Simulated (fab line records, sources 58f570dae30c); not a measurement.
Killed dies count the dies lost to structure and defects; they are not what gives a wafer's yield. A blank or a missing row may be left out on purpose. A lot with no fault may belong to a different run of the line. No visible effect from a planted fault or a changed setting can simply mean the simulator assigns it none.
A lot that was struck, set against a sound lot -- flow berkeleyCmos170 -- 19 out of 331 route steps
Sound: the wafers L390.1, L390.5, L390.6. Struck: wafer L409.6 (L409.1, L409.5, from the same lot, were not struck and are left out); the cause is given at the end.
Per side, at each step with rows, come the tool, then ch with its chambers, and then its first start. Under that, the readings that differ: sound wafers -- struck wafers -- difference of the means -- sigmas: that difference in standard deviations of wafers without a fault.
alike: readings whose means differ by less than 2 such deviations, and words and numbers that are the same on both sides. not compared: withheld readings, readings that some wafer has no value for, bounds like >300 that may hide the same value, and numbers for which the record gives no deviation and whose values overlap.
The two part at a step that has a row with sigmas, a row that says differs or no value, or rows on one side only. Numbers that have no deviation but don't overlap get no sigmas and don't part them. A reading that every wafer of one side lacks parts them only if that side has two wafers or more.

first, 2 steps without rows for these wafers: UCB170_GATE_ANNEAL_03 (time 1800 s); UCB170_GATE_CVD_04 (deposits poly-Si from SiH4, time 1440 s, target thk 214 nm).
UCB170_GATE_THK_MEAS_05:
  struck on filmMetro-02, day 11 19:39; sound on filmMetro-02, day 8 00:56
  alike: GATE_POLY_THK
then, 6 steps without rows for these wafers: UCB170_GATE_COAT_06; UCB170_GATE_COAT_07 (resist thk 900 nm); UCB170_GATE_SOFTBAKE_08 (time 60 s); UCB170_GATE_EXPOSE_09 (exposes mask POLY, target cd 350 nm); UCB170_GATE_PEB_10; UCB170_GATE_DEVELOP_11 (develop time 45 s).
UCB170_GATE_CD_MEAS_12 targets a cd of 350 nm.
  struck on cdSem-02, day 11 20:40; sound on cdSem-02, day 8 02:01
  alike: cdNm
UCB170_GATE_OVL_MEAS_13:
  struck on overlay-02, day 11 20:47; sound on overlay-01, day 8 02:08
  alike: GATE_OVL
UCB170_GATE_ETCH_14: etches BARC in N2/H2.
  sound on rieDiel-04 ch 0,1, day 8 02:10; struck on rieDiel-04 ch 2, day 11 20:50
reading,sound,struck,difference,sigmas
oesProductAu (a.u.),1.011 1.061 1.005,0.979,-0.047,-2
  alike: drypumpMotorCurrentA, throttleValvePct
UCB170_GATE_ETCH_15: etches poly-Si in HBr/Cl2, stops on SiO2, time 56.3 s, target depth 278.2 nm.
  sound on rieSi-01 ch 0,1,3, day 8 02:13; struck on rieSi-02 ch 3, day 11 20:52
reading,sound,struck,difference,sigmas
model.KrF_of_GATE_COAT_07.thkNm (nm),778.7 778.7 784.2,806.7,+26.2,
model.etch.depthNm (nm),212.2 211.4 212.2,204.9,-7.0,
model.GATE.featureDepthNm (nm),212.2 211.4 212.2,204.9,-7.0,
  alike: drypumpMotorCurrentA, heBacksideLeakSccm, oesProductAu, throttleValvePct
  not compared: rfHoursCounterH
UCB170_GATE_STRIP_16: strips in O2.
  sound on plasmaAsher-02 ch 0,1, day 8 02:16; struck on plasmaAsher-02 ch 1, day 11 20:55
  alike: drypumpMotorCurrentA, oesProductAu
  not compared: rfHoursCounterH
UCB170_GATE_CD_MEAS_90 targets a cd of 350 nm.
  struck on cdSem-02, day 11 21:01; sound on cdSem-01, day 8 02:22
  alike: cdNm
then, 1 step without rows for these wafers: UCB170_GATE_CLEAN_17 (cleans in SPM, time 600 s).
UCB170_PLDD_HMDS_00: prime time 60 s.
  the record has rows for the sound wafers here (lithoTrack-04 ch 0, day 8 02:40) and none for the struck ones
UCB170_PLDD_COAT_01: resist thk 886.4 nm.
  the record has rows for the sound wafers here (lithoTrack-04 ch 0, day 8 02:49) and none for the struck ones
UCB170_M3_PROBE_99:
  struck on prober-01, day 13 11:51; sound on prober-01, day 9 22:17
reading,sound,struck,difference,sigmas
model.etest.contactNpoly.short,0 0 0,1,+1,
model.etest.antennaContact.overLimit,0 0 0,1,+1,
model.etest.gateToDiffusionComb.overLimit,0 0 0,1,+1,
model.etest.contactPpoly.short,0 0 0,1,+1,
model.etest.nmosNarrow.overLimit,0 0 0,1,+1,
model.etest.nplusSal.short,0 0 0,1,+1,
model.etest.antennaPoly.short,0 0 0,1,+1,
model.etest.pmos_0p35.short,0 0 0,1,+1,

== WHERE THEY PART ==
Earliest at UCB170_GATE_ETCH_14; latest, in this record, at UCB170_PLDD_COAT_01.

WHY: the cause the simulator had injected
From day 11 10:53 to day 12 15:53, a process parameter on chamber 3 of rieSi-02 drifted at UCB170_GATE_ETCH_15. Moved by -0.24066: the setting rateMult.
